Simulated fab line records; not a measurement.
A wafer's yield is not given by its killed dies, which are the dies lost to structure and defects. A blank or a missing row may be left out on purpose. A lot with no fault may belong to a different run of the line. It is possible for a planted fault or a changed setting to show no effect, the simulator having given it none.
Matching of chambers ; flow berkeley-cmos170 ; 4 sister chambers for UCB170_V1_CMP_02 on cmp-01
The step polishes SiO2. 8 wafers are shown with their chamber, then 8 later ones without.

## EACH WAFER AND ITS CHAMBER
wafer;chamber;motor-current-A (A);slurry-filter-dp-kPa (kPa)
L488.2;2;16.9;13.53
L490.6;3;17.1;13.56
L492.3;1;15.4;13.75
L492.4;2;17.2;13.82
L498.2;0;17.2;13.60
L498.5;0;16.8;13.60
L498.6;1;15.4;13.57
L503.3;3;17.2;13.58

## WAFERS WHOSE CHAMBER IS MISSING
wafer;motor-current-A (A);slurry-filter-dp-kPa (kPa)
L503.4;15.4;13.53
L503.5;16.4;13.38
L502.4;17.0;13.35
L502.5;17.2;13.49
L502.6;17.1;13.55
L505.1;16.3;13.44
L505.5;16.0;13.58
L505.6;17.2;13.56

## WHICH CHAMBER EACH WENT THROUGH
wafer;from the rows above;in truth
L503.4;1;1
L503.5;can't be placed: 0 or 2 or 3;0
L502.4;can't be placed: 3 or 0 or 2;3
L502.5;can't be placed: 3 or 0 or 2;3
L502.6;can't be placed: 3 or 0 or 2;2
L505.1;can't be placed: 0 or 2 or 3 or 1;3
L505.5;1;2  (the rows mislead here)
L505.6;can't be placed: 3 or 0 or 2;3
Correctly placed: 1 of 8. From these rows, 6 cannot be placed; in 6 the true chamber is one of the candidates. Wrongly placed: 1.
How it was worked out, from the rows above alone: a wafer's distance from a chamber is the root of the sum, over the readings, of the square of ((its reading less the chamber's mean) divided by the reading's scatter). The wafer belongs to the nearest chamber; if the next one is less than 2 further off, it can't be placed. For every chamber, the mean is computed from those of its wafers that are shown. How the scatter is found: for the shown wafers, subtract from each reading the mean of its chamber, square and add these, divide the total by (wafers less chambers), then take the root.
